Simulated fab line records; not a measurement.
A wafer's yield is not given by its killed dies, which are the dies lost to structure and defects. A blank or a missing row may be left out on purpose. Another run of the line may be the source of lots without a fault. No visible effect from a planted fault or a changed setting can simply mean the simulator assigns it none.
fab line records    flow berkeley-cmos170    part 2 of 2: steps 32 to 42 of 42
[record] lots = 5  wafers = 15  last-day = 12
route steps=331 shown M2@276 V2@292 M3@309
lots that met no fault: from a run of the same line without faults
start-h: hours from the record's opening day to when the first of the lot's shown wafers began    wait-h: hours from the lot's prior step to this one    " as in the row above    L1.1+2: a row that stands for several wafers    - no value, or no start given    * or withheld: withheld    < > ~ a bound
route shown NAME@n: NAME is a module with steps in the file, n the number in the route of the first one    usual: mean/standard deviation of fault-free wafers    same: alike in all rows    chamber/n: place in a boat    sites: the reading at each site    _std_site: standard deviation of those values    _edge_site: outer sites' mean less inner sites'    radius-mm: how far each site lies from the wafer's centre    mask NAME#n: copy n    behind: the last tool/chamber to shape the wafer    hold: why the lot went on hold/how many hours it stayed there/how the hold came to an end    device: transistor that didn't switch, given as n, p or np    end of line: at the end of the route, the tests of the same wafers    a step given without rows: its recipe and nothing more    killed: dies lost to structure and defects at the first sort, not the wafer's yield    map: a wafer's dies, marking killed ones x, the rest . and places with no die _
set.NAME: the setting that was run; set.NAME@STEP: the one run at that earlier step    model.NAME: the simulator's own value behind a step, which no gauge read
lots seen at some steps along the route; tables by step, rows by wafer
services: when a tool's chamber went out of use (start-h, in hours from the record's first day, below 0 if earlier), for how many hours, and the reason
[[steps]]
[step UCB170_V2_STRIP_15]
[recipe] chemistry = O2  power-w = 400  pressure-mtorr = 3500  platen-temp-c = withheld  o2-flow-sccm = 400  overash-fraction = 0.5
[usual] drypump-motor-current-A = 6.0/0.45  oes-product-au = 0.721/0.004  strip-time-to-endpoint-s = 15.28/0.11
lot.wafer  tool             chamber  start-h  wait-h  drypump-motor-current-A  oes-product-au  rf-hours-counter-h  strip-time-to-endpoint-s
L075.1     plasma-asher-04  0        193.85   0.1     6.1                      0.717           48                  15.20
L075.2     "                1        "        "       5.4                      0.716           48                  15.40
L075.4     "                1        "        "       5.3                      0.719           -                   15.23
L079.2     plasma-asher-02  0        215.66   0.1     5.6                      0.727           44                  15.38
L079.4     "                1        "        "       6.7                      0.729           -                   15.10
L079.5     "                0        "        "       5.6                      0.721           -                   15.20
L083.3     plasma-asher-02  1        226.45   0.1     6.6                      0.718           -                   15.36
L083.4     "                0        "        "       5.6                      0.726           -                   15.35
L083.6     "                0        "        "       5.6                      0.718           -                   15.37
L089.2     plasma-asher-02  0        254.80   0.1     5.6                      0.724           48                  15.23
L089.3     "                0        "        "       5.6                      0.721           -                   15.26
L089.4     "                1        "        "       6.6                      0.717           -                   15.10
L094.1     plasma-asher-01  0        279.13   0.1     6.5                      0.717           58                  15.21
L094.2     "                1        "        "       6.0                      0.722           58                  15.42
L094.5     "                0        "        "       6.5                      0.717           -                   15.14
[step UCB170_V2_CD_MEAS_90]
[recipe] target-cd-nm = 700
[usual] cd-nm = 700.3/1.3
lot.wafer  tool       chamber  start-h  wait-h  cd-nm
L075.1     cd-sem-02  -        193.95   0.1     701.8
L075.2     "          -        "        "       699.8
L075.4     "          -        "        "       700.0
L079.2     cd-sem-02  -        215.78   0.1     702.1
L079.4     "          -        "        "       701.7
L079.5     "          -        "        "       700.5
L083.3     cd-sem-01  -        226.56   0.1     699.6
L083.4     "          -        "        "       699.9
L083.6     "          -        "        "       699.9
L089.2     cd-sem-01  -        254.92   0.1     699.4
L089.3     "          -        "        "       700.6
L089.4     "          -        "        "       701.4
L094.1     cd-sem-01  -        279.23   0.1     701.0
L094.2     "          -        "        "       699.1
L094.5     "          -        "        "       699.2
[step UCB170_M3_PRE_CLEAN_00]
[recipe] gas = Ar  preclean-etch-time-s = 60
lot.wafer   tool            chamber  start-h  wait-h
L075.1+2+4  pvd-sputter-01  -        194.07   0.1
L079.2+4+5  pvd-sputter-02  -        215.88   0.1
L083.3+4+6  pvd-sputter-01  -        226.64   0.1
L089.2+3+4  pvd-sputter-04  -        255.02   0.1
L094.1+2+5  pvd-sputter-04  -        279.35   0.1
[step UCB170_M3_SPUTTER_01]
[recipe] material = Al  target-thk-nm = 900  time-s = 120  power-w = 6000  chamber-pressure-pa = 0.5
[usual] cathode-dc-power-W = 6000.0/1.1  throttle-valve-pct = 30.5/1.1
lot.wafer  tool            chamber  start-h  wait-h  cathode-dc-power-W  throttle-valve-pct
L075.1     pvd-sputter-01  -        194.14   0.0     6000.7              31.4
L075.2     "               -        "        "       5998.9              29.8
L075.4     "               -        "        "       6000.4              30.5
L079.2     pvd-sputter-02  -        215.95   0.0     5999.7              30.7
L079.4     "               -        "        "       5998.6              30.5
L079.5     "               -        "        "       5999.0              30.6
L083.3     pvd-sputter-01  -        226.71   0.0     6000.9              30.3
L083.4     "               -        "        "       5999.3              29.8
L083.6     "               -        "        "       5999.7              29.9
L089.2     pvd-sputter-04  -        255.09   0.0     6000.4              30.6
L089.3     "               -        "        "       6000.1              29.9
L089.4     "               -        "        "       6002.0              29.6
L094.1     pvd-sputter-04  -        279.41   0.0     6002.0              29.1
L094.2     "               -        "        "       6000.3              29.6
L094.5     "               -        "        "       5997.7              30.3
[step UCB170_M3_RS_MEAS_02]
[recipe] thk-meas-gauge = four-point-probe  reads = Al_of_M3_SPUTTER_01
[usual] M3_AL_RS = 0.0323/0.00038
lot.wafer  tool           chamber  start-h  wait-h  M3_AL_RS[ohm/sq]
L075.1     film-metro-02  -        194.22   0.0     0.0326
L075.2     "              -        "        "       0.0326
L075.4     "              -        "        "       0.0328
L079.2     film-metro-03  -        216.05   0.1     0.0326
L079.4     "              -        "        "       0.0324
L079.5     "              -        "        "       0.0326
L083.3     film-metro-02  -        226.83   0.1     0.0321
L083.4     "              -        "        "       0.0321
L083.6     "              -        "        "       0.0321
L089.2     film-metro-02  -        255.19   0.1     0.0324
L089.3     "              -        "        "       0.0321
L089.4     "              -        "        "       0.0325
L094.1     film-metro-04  -        279.50   0.0     0.0324
L094.2     "              -        "        "       0.0313
L094.5     "              -        "        "       0.0319
[step UCB170_M3_THK_MEAS_03]
[recipe] thk-meas-gauge = xrf  reads = Al_of_M3_SPUTTER_01
[usual] M3_AL_THK = 896/10
lot.wafer  tool           chamber  start-h  wait-h  M3_AL_THK[nm]
L075.1     film-metro-02  -        194.34   0.1     883
L075.2     "              -        "        "       881
L075.4     "              -        "        "       881
L079.2     film-metro-03  -        216.16   0.1     889
L079.4     "              -        "        "       896
L079.5     "              -        "        "       891
L083.3     film-metro-02  -        226.93   0.1     905
L083.4     "              -        "        "       912
L083.6     "              -        "        "       907
L089.2     film-metro-02  -        255.30   0.1     898
L089.3     "              -        "        "       904
L089.4     "              -        "        "       894
L094.1     film-metro-04  -        279.62   0.1     894
L094.2     "              -        "        "       918
L094.5     "              -        "        "       905
[step UCB170_M3_HMDS_04]
[recipe] prime-time-s = 60  prime-temp-c = 100
lot.wafer   tool            chamber  start-h  wait-h
L075.1+2+4  litho-track-03  0        194.40   0.1
L079.2+4+5  litho-track-01  0        216.71   0.5
L083.3+4+6  litho-track-03  0        227.04   0.1
L089.2+3+4  litho-track-03  0        255.38   0.1
L094.1+2+5  litho-track-04  0        279.71   0.1
[step UCB170_M3_COAT_05]
[recipe] resist = KrF  spin-rpm = 1500  resist-thk-nm = 900
lot.wafer   tool            chamber  start-h  wait-h
L075.1+2+4  litho-track-03  0        194.55   0.1
L079.2+4+5  litho-track-01  0        216.86   0.1
L083.3+4+6  litho-track-03  0        227.19   0.1
L089.2+3+4  litho-track-03  0        255.53   0.1
L094.1+2+5  litho-track-04  0        279.86   0.1
[step UCB170_M3_SOFTBAKE_06]
[recipe] resist = KrF  temp-c = 130  time-s = 60
lot.wafer   tool            chamber  start-h  wait-h
L075.1+2+4  litho-track-03  0        194.70   0.1
L079.2+4+5  litho-track-01  0        217.01   0.1
L083.3+4+6  litho-track-03  0        227.34   0.1
L089.2+3+4  litho-track-03  0        255.68   0.1
L094.1+2+5  litho-track-04  0        280.01   0.1
[step UCB170_M3_STRIP_07]
[recipe] chemistry = O2  power-w = 400  pressure-mtorr = 3500  platen-temp-c = withheld  o2-flow-sccm = 400  overash-fraction = 0.5
[usual] drypump-motor-current-A = 6.1/0.35  oes-product-au = 0.734/0.0045  strip-time-to-endpoint-s = 21.98/0.058
lot.wafer  tool             chamber  start-h  wait-h  drypump-motor-current-A  oes-product-au  rf-hours-counter-h  strip-time-to-endpoint-s
L075.1     plasma-asher-01  0        194.85   0.1     6.5                      0.737           49                  22.06
L075.2     "                1        "        "       6.1                      0.738           49                  22.00
L075.4     "                1        "        "       6.1                      0.738           -                   21.95
L079.2     plasma-asher-02  0        217.14   0.1     5.6                      0.737           44                  21.85
L079.4     "                1        "        "       6.7                      0.729           -                   21.89
L079.5     "                0        "        "       5.6                      0.727           -                   21.93
L083.3     plasma-asher-01  1        227.47   0.1     6.0                      0.737           -                   21.96
L083.4     "                0        "        "       6.5                      0.740           -                   22.02
L083.6     "                0        "        "       6.5                      0.736           -                   21.94
L089.2     plasma-asher-03  1        255.80   0.1     5.7                      0.730           15                  22.01
L089.3     "                1        "        "       5.7                      0.740           -                   22.03
L089.4     "                0        "        "       5.9                      0.730           -                   22.05
L094.1     plasma-asher-02  0        280.16   0.1     5.6                      0.740           51                  22.00
L094.2     "                1        "        "       6.7                      0.730           51                  22.03
L094.5     "                1        "        "       6.7                      0.731           -                   21.94
[step UCB170_M3_STRIP_08]
[recipe] chemistry = DMSO  temp-c = 80  time-s = 600  material = KrF
[usual] bath-heat-duty-pct = 17.5/1.7
lot.wafer  tool          chamber  start-h  wait-h  bath-heat-duty-pct
L075.1     wet-bench-02  2        197.50   2.6     22.4
L075.2     "             2        "        "       20.8
L075.4     "             2        "        "       22.7
L079.2     wet-bench-04  0        217.30   0.1     15.8
L079.4     "             0        "        "       14.8
L079.5     "             0        "        "       15.0
L083.3     wet-bench-02  1        227.54   0.0     20.0
L083.4     "             1        "        "       18.4
L083.6     "             1        "        "       16.4
L089.2     wet-bench-01  2        256.61   0.8     17.7
L089.3     "             2        "        "       17.1
L089.4     "             2        "        "       16.0
L094.1     wet-bench-04  1        280.26   0.1     15.9
L094.2     "             1        "        "       16.9
L094.5     "             1        "        "       17.0
[[services]]
tool             chamber  start-h  hours  kind
rie-metal-04     0        166.50   4.4    repair
krf-scanner-01   -        167.51   1.3    pm
krf-scanner-02   -        170.22   0.8    pm
rie-diel-02      -        178.72   1.2    repair
plasma-asher-02  -        192.53   0.7    repair
rie-diel-02      -        196.01   2.8    pm
rie-diel-01      2        203.89   29.7   repair
rie-metal-01     0        213.58   9.4    repair
krf-scanner-01   -        214.98   0.8    pm
rie-diel-01      0        218.76   7.1    repair
krf-scanner-01   -        222.12   1.0    pm
cmp-01           -        224.56   13.2   repair
rie-metal-04     0        224.87   13.3   repair
krf-scanner-01   -        232.82   0.8    repair
cmp-01           -        237.77   4.0    pm
rie-diel-03      2        239.04   15.7   repair
pecvd-02         -        241.56   1.1    repair
pecvd-03         -        242.50   14.0   pm
cmp-02           -        248.96   0.5    repair
cmp-02           -        253.08   4.3    repair
plasma-asher-02  -        259.24   6.5    repair
rie-diel-03      -        260.63   0.7    repair
pvd-sputter-01   -        266.75   1.0    repair
cmp-01           -        270.67   7.2    repair
